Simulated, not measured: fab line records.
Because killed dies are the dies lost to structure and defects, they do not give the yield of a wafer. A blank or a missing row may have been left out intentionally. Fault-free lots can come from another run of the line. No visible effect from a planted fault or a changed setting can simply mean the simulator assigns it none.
fab line records -- flow berkeleyCmos170
record lots=6, wafers=18, lastDay=11
route steps=331 shown NLDD@159 SPACER@171
lots that met no fault: taken from a fault-free run of the same line
startH: hours from the record's first day to the start of the lot's first wafer shown -- waitH: hours elapsed since this lot's preceding step -- " identical to the entry in the row above -- L1.1+2: several wafers, shown together as one row -- - either no value or no given start -- * or withheld: withheld -- < > ~ a bound
route shown NAME@n: NAME is a module with steps in the file, n the number in the route of the first one -- usual: mean and standard deviation over wafers with no fault -- same: alike in all rows -- chamber/n: place in a boat -- sites: per-site readings -- _std_site: standard deviation across them -- _edge_site: the outer-site mean with the inner-site mean subtracted -- radiusMm: for every site, how far away it sits from the centre of the wafer -- mask NAME#n: copy n -- behind: the most recent tool/chamber to have shaped the wafer -- hold: why the lot went on hold/how many hours it stayed there/how the hold came to an end -- device: whichever transistor did not switch (one of n, p or np) -- end of line: at the end of the route, the tests of the same wafers -- for a step that has no rows: nothing shown but its recipe -- killed: not the wafer's yield, but the dies lost to structure and defects at the first sort -- map: a wafer's dies, marking killed ones x, the rest . and places with no die _
set.NAME: the run value of the setting; set.NAME@STEP: its run value at that earlier step -- model.NAME: the simulator's own value behind a step, which no gauge read
lots seen at some steps along the route; tables by step, rows by wafer
services: when a tool's chamber went out of use (startH, in hours from the record's first day, below 0 if earlier), for how many hours, and the reason
## steps
# step UCB170_NLDD_COAT_01
# recipe resist=KrF, spinRpm=1500, resistThkNm=900
# step UCB170_NLDD_SOFTBAKE_02
# recipe resist=KrF, tempC=130, timeS=60
# step UCB170_NLDD_EXPOSE_03
# recipe maskId=NSELECT, na=0.5, sigmaOuter=0.6, sourceShape=conventional, targetCdNm=1200, doseMj=30
# step UCB170_NLDD_PEB_04
# recipe pebTempC=130, pebTimeS=withheld, resist=KrF
# step UCB170_NLDD_DEVELOP_05
# recipe developer=TMAH, developTimeS=45, resist=KrF, devTempC=20.52
# step UCB170_NLDD_CD_MEAS_06
# recipe targetCdNm=1200
# usual cdNm=1200.1/1.4
lot.wafer,tool,chamber,startH,waitH,cdNm
L133.2,cdSem-02,-,138.30,-,1199.4
L133.3,cdSem-02,-,138.30,-,1198.6
L133.5,cdSem-02,-,138.30,-,1198.6
L142.1,cdSem-01,-,182.50,-,1199.2
L142.2,cdSem-01,-,182.50,-,1199.0
L142.5,cdSem-01,-,182.50,-,1200.0
L144.1,cdSem-01,-,193.88,-,1200.5
L144.4,cdSem-01,-,193.88,-,1199.6
L144.5,cdSem-01,-,193.88,-,1198.9
L146.2,cdSem-02,-,193.99,-,1201.3
L146.3,cdSem-02,-,193.99,-,1200.6
L146.6,cdSem-02,-,193.99,-,1201.8
L148.2,cdSem-01,-,209.90,-,1199.7
L148.3,cdSem-01,-,209.90,-,1199.4
L148.6,cdSem-01,-,209.90,-,1201.5
L155.3,cdSem-02,-,232.39,-,1200.0
L155.4,cdSem-02,-,232.39,-,1201.4
L155.5,cdSem-02,-,232.39,-,1199.0
# step UCB170_NLDD_OVL_MEAS_07
# usual NLDD_OVL=-4/5.9
lot.wafer,tool,chamber,startH,waitH,NLDD_OVL[nm]
L133.2,overlay-01,-,138.41,0.1,-5
L133.3,overlay-01,-,138.41,0.1,-8
L133.5,overlay-01,-,138.41,0.1,-9
L142.1,overlay-02,-,182.62,0.1,5
L142.2,overlay-02,-,182.62,0.1,3
L142.5,overlay-02,-,182.62,0.1,3
L144.1,overlay-01,-,194.00,0.1,-8
L144.4,overlay-01,-,194.00,0.1,-9
L144.5,overlay-01,-,194.00,0.1,-6
L146.2,overlay-02,-,194.09,0.1,-7
L146.3,overlay-02,-,194.09,0.1,3
L146.6,overlay-02,-,194.09,0.1,-15
L148.2,overlay-01,-,210.01,0.1,-9
L148.3,overlay-01,-,210.01,0.1,-7
L148.6,overlay-01,-,210.01,0.1,-12
L155.3,overlay-01,-,232.48,0.1,5
L155.4,overlay-01,-,232.48,0.1,2
L155.5,overlay-01,-,232.48,0.1,-4
# step UCB170_NLDD_IMPLANT_08
# recipe species=As, doseCm2=5e+13, energyKev=30, tiltDeg=7, rotationDeg=0
# step UCB170_NLDD_IMPLANT_09
# recipe species=As, doseCm2=5e+13, energyKev=30, tiltDeg=7, rotationDeg=180
# step UCB170_NLDD_STRIP_10
# recipe chemistry=O2, powerW=400, pressureMtorr=3500, platenTempC=withheld, o2FlowSccm=400, overashFraction=0.5
# usual chamberPressureMTorr=3500/3.4, drypumpMotorCurrentA=5.7/0.51, oesProductAu=0.734/0.0045, stripTimeToEndpointS=21.61/0.065
lot.wafer,tool,chamber,startH,waitH,chamberPressureMTorr,drypumpMotorCurrentA,oesProductAu,rfHoursCounterH,stripTimeToEndpointS
L133.2,plasmaAsher-01,0,138.74,0.1,3495,5.0,0.733,34,21.69
L133.3,plasmaAsher-01,0,138.74,0.1,3499,5.0,0.734,-,21.58
L133.5,plasmaAsher-01,0,138.74,0.1,3499,5.0,0.732,-,21.66
L142.1,plasmaAsher-02,0,182.95,0.1,3491,5.2,0.738,6,21.63
L142.2,plasmaAsher-02,1,182.95,0.1,3496,5.8,0.732,6,21.62
L142.5,plasmaAsher-02,0,182.95,0.1,3498,5.2,0.736,-,21.72
L144.1,plasmaAsher-01,0,194.34,0.1,3498,4.9,0.734,40,21.59
L144.4,plasmaAsher-01,0,194.34,0.1,3500,5.0,0.740,-,21.54
L144.5,plasmaAsher-01,1,194.34,0.1,3507,6.4,0.740,-,21.56
L146.2,plasmaAsher-02,1,194.44,0.1,3504,5.8,0.739,7,21.61
L146.3,plasmaAsher-02,0,194.44,0.1,3499,5.2,0.745,-,21.56
L146.6,plasmaAsher-02,1,194.44,0.1,3499,5.8,0.732,-,21.60
L148.2,plasmaAsher-01,0,210.34,0.1,3502,4.9,0.739,41,21.61
L148.3,plasmaAsher-01,1,210.34,0.1,3501,6.4,0.732,-,21.58
L148.6,plasmaAsher-01,1,210.34,0.1,3499,6.3,0.738,-,21.54
L155.3,plasmaAsher-02,0,232.84,0.1,3500,5.2,0.737,-,21.49
L155.4,plasmaAsher-02,1,232.84,0.1,3496,5.8,0.738,-,21.54
L155.5,plasmaAsher-02,0,232.84,0.1,3506,5.2,0.736,-,21.54
# step UCB170_NLDD_TW_MEAS_11
# usual NLDD_TW=2219/12
lot.wafer,tool,chamber,startH,waitH,NLDD_TW
L133.2,filmMetro-04,-,138.85,0.1,2216
L133.3,filmMetro-04,-,138.85,0.1,2224
L133.5,filmMetro-04,-,138.85,0.1,2234
L142.1,filmMetro-04,-,183.05,0.1,2214
L142.2,filmMetro-04,-,183.05,0.1,2196
L142.5,filmMetro-04,-,183.05,0.1,2192
L144.1,filmMetro-04,-,194.44,0.1,2209
L144.4,filmMetro-04,-,194.44,0.1,2227
L144.5,filmMetro-04,-,194.44,0.1,2214
L146.2,filmMetro-03,-,194.55,0.1,2247
L146.3,filmMetro-03,-,194.55,0.1,2226
L146.6,filmMetro-03,-,194.55,0.1,2227
L148.2,filmMetro-03,-,210.45,0.1,2237
L148.3,filmMetro-03,-,210.45,0.1,2225
L148.6,filmMetro-03,-,210.45,0.1,2231
L155.3,filmMetro-02,-,232.93,0.1,2197
L155.4,filmMetro-02,-,232.93,0.1,2192
L155.5,filmMetro-02,-,232.93,0.1,2210
# step UCB170_NLDD_CLEAN_12
# recipe chemistry=SPM, tempC=120, timeS=600
# step UCB170_SPACER_CVD_00
# recipe material=SiO2, targetThkNm=376, tempC=390, precursor=TEOS/O2, timeS=47, rfW=550, pressureMtorr=9000
# usual heaterPowerW=274/50, susceptorTempC=389.99/0.23
lot.wafer,tool,chamber,startH,waitH,heaterPowerW,susceptorTempC,model.SiO2_of_SPACER_CVD_00.thkNm
L133.2,pecvd-02,2,139.08,0.0,290,390.48,372.5
L133.3,pecvd-02,1,139.08,0.0,246,390.17,376
L133.5,pecvd-02,1,139.08,0.0,255,390.03,377.3
L142.1,pecvd-03,0,183.29,0.0,330,389.89,373.7
L142.2,pecvd-03,2,183.29,0.0,316,389.73,379.2
L142.5,pecvd-03,2,183.29,0.0,324,389.86,381.8
L144.1,pecvd-01,0,194.69,0.0,191,390.02,375.6
L144.4,pecvd-01,1,194.69,0.0,273,389.85,377.8
L144.5,pecvd-01,0,194.69,0.0,201,390.11,377.5
L146.2,pecvd-03,2,195.07,0.0,321,390.26,609.2
L146.3,pecvd-03,1,195.07,0.0,288,390.14,602.7
L146.6,pecvd-03,1,195.07,0.0,191,390.30,614.5
L148.2,pecvd-03,2,210.67,0.0,241,390.02,608.1
L148.3,pecvd-03,1,210.67,0.0,271,390.08,605.6
L148.6,pecvd-03,1,210.67,0.0,275,390.00,613.4
L155.3,pecvd-02,1,233.16,0.0,282,389.96,375
L155.4,pecvd-02,0,233.16,0.0,284,390.15,389.1
L155.5,pecvd-02,2,233.16,0.0,263,390.29,381.5
# step UCB170_SPACER_THK_MEAS_01
# recipe reads=SiO2_of_SPACER_CVD_00
# usual SPACER_TEOS_THK=378/5.2
lot.wafer,tool,chamber,startH,waitH,SPACER_TEOS_THK[nm]
L133.2,filmMetro-01,-,139.13,0.0,372
L133.3,filmMetro-01,-,139.13,0.0,376
L133.5,filmMetro-01,-,139.13,0.0,377
L142.1,filmMetro-03,-,183.33,0.0,374
L142.2,filmMetro-03,-,183.33,0.0,379
L142.5,filmMetro-03,-,183.33,0.0,381
L144.1,filmMetro-04,-,194.73,0.0,376
L144.4,filmMetro-04,-,194.73,0.0,378
L144.5,filmMetro-04,-,194.73,0.0,377
L146.2,filmMetro-01,-,195.12,0.0,610
L146.3,filmMetro-01,-,195.12,0.0,603
L146.6,filmMetro-01,-,195.12,0.0,614
L148.2,filmMetro-03,-,210.72,0.0,608
L148.3,filmMetro-03,-,210.72,0.0,606
L148.6,filmMetro-03,-,210.72,0.0,613
L155.3,filmMetro-01,-,233.22,0.0,375
L155.4,filmMetro-01,-,233.22,0.0,389
L155.5,filmMetro-01,-,233.22,0.0,381
# step UCB170_SPACER_ANNEAL_02
# recipe tempC=900, timeS=1800, ambient=N2
# step UCB170_SPACER_ETCHBACK_03
# recipe stopOn=Si, target=SiO2, chemistry=CHF3/CF4/Ar, CHF3_flow_sccm=50, cf4FlowSccm=10, Ar_flow_sccm=120, pressureMtorr=200, rfW=500, targetDepthA=3760, timeS=100
# usual chamberPressureMTorr=200.01/0.23, drypumpMotorCurrentA=5.8/0.53, oesProductAu=0.905/0.014, throttleValvePct=6.51/0.13
lot.wafer,tool,chamber,startH,waitH,chamberPressureMTorr,drypumpMotorCurrentA,oesProductAu,rfHoursCounterH,throttleValvePct,model.etch.depthNm
L133.2,rieDiel-04,1,145.08,0.0,200.07,5.9,0.897,13,6.52,372.5
L133.3,rieDiel-04,3,145.08,0.0,200.06,5.2,0.892,14,6.39,376
L133.5,rieDiel-04,2,145.08,0.0,199.77,5.4,0.906,-,6.25,377.3
L142.1,rieDiel-04,2,186.21,0.0,200.16,5.4,0.893,51,6.24,373.7
L142.2,rieDiel-04,0,186.21,0.0,201.47,5.6,0.900,52,6.65,379.2
L142.5,rieDiel-04,3,186.21,0.0,200.17,5.2,0.912,-,6.38,381.8
L144.1,rieDiel-04,1,197.50,0.0,199.73,5.9,0.904,15,6.52,375.6
L144.4,rieDiel-04,2,197.50,0.0,199.93,5.4,0.905,51,6.25,377.8
L144.5,rieDiel-04,0,197.50,0.0,199.93,5.6,0.885,-,6.65,377.5
L146.2,rieDiel-02,2,197.50,0.0,200.10,5.2,1.011,19,6.39,421.1
L146.3,rieDiel-02,3,197.50,0.0,200.02,6.2,0.996,111,6.69,423
L146.6,rieDiel-02,3,197.50,0.0,199.98,6.2,0.983,-,6.69,422.2
L148.2,rieDiel-02,2,212.80,0.0,200.14,5.2,1.025,19,6.38,428.6
L148.3,rieDiel-02,0,212.80,0.0,200.01,6.1,1.013,92,6.48,440.2
L148.6,rieDiel-02,3,212.80,0.0,199.55,6.2,0.989,-,6.68,424.5
L155.3,rieDiel-03,2,236.44,0.0,200.12,6.5,0.923,133,6.63,375
L155.4,rieDiel-03,0,236.44,0.0,199.80,6.0,0.917,21,6.57,389.1
L155.5,rieDiel-03,1,236.44,0.0,199.92,5.9,0.904,-,6.60,381.5
## services
tool,chamber,startH,hours,kind
plasmaAsher-02,0,117.75,-,clean
plasmaAsher-02,1,117.75,-,clean
plasmaAsher-02,-,126.56,1.4,repair
rieDiel-02,-,129.99,2.8,pm
rieDiel-04,-,132.30,0.5,repair
pecvd-03,-,135.50,14.0,pm
pecvd-03,0,135.50,14.0,ventCycle
pecvd-03,1,135.50,14.0,ventCycle
pecvd-03,2,135.50,14.0,ventCycle
pecvd-03,0,149.50,-,clean
pecvd-03,1,149.50,-,clean
pecvd-03,2,149.50,-,clean
rieDiel-03,1,193.92,3.0,repair
plasmaAsher-02,-,205.12,2.1,repair
rieDiel-04,3,214.29,6.5,repair
pecvd-02,0,222.07,5.1,repair
rieDiel-02,-,223.26,1.9,repair
rieDiel-03,2,227.47,1.5,repair
rieDiel-02,1,231.91,2.4,repair
## key
firstSign step=UCB170_SPACER_THK_MEAS_01, reading=SPACER_TEOS_THK, direction=up, sigmas=44, usual=378, struck=609
effect step=UCB170_SPACER_ETCHBACK_03, reading=oesProductAu, direction=up, sigmas=7.1, usual=0.905, struck=1.003
modelEffect step=UCB170_SPACER_CVD_00, value=SiO2_of_SPACER_CVD_00.thkNm, without=375, struck=608.9
modelEffect step=UCB170_SPACER_ETCHBACK_03, value=etch.depthNm, without=375, struck=426.6
metAt UCB170_SPACER_CVD_00
struckWafers L146.2,L146.3,L146.6,L148.2,L148.3,L148.6
laterRowsLeftOut L146.2,L146.3,L146.6,L148.2,L148.3,L148.6
sortLeftOut L146.2,L146.3,L146.6,L148.2,L148.3,L148.6
testerLeftOut L146,L148
loopTrim step=UCB170_M3_EXPOSE_12, setting=dose, lots=L148
onsetBetween 183.29 195.07
fault kind=processParameterDrift, tool=pecvd-03, chamber=-, onsetH=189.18, steps=UCB170_SPACER_CVD_00, channel=targetThkNm, offset=234.52, shape=step, endH=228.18, actsIn=theseRecipesOnly, stated=376
# testerLeftOut: of these lots the tester's yield and bins aren't shown, on N5 and GAA mostly nor the transistor test; their killed dies are dies lost to structure and defects alone, not to doping, threshold or leakage, so they don't give the yield
# sortLeftOut: the simulated sort isn't trusted on such a fault, so these wafers' sort isn't shown, and their yield isn't known
# laterRowsLeftOut: the simulator's readings of these wafers behind a module that went badly wrong aren't trusted and aren't shown, but for the sort
# loopTrim: a control loop set the setting to another value than it would have without faults
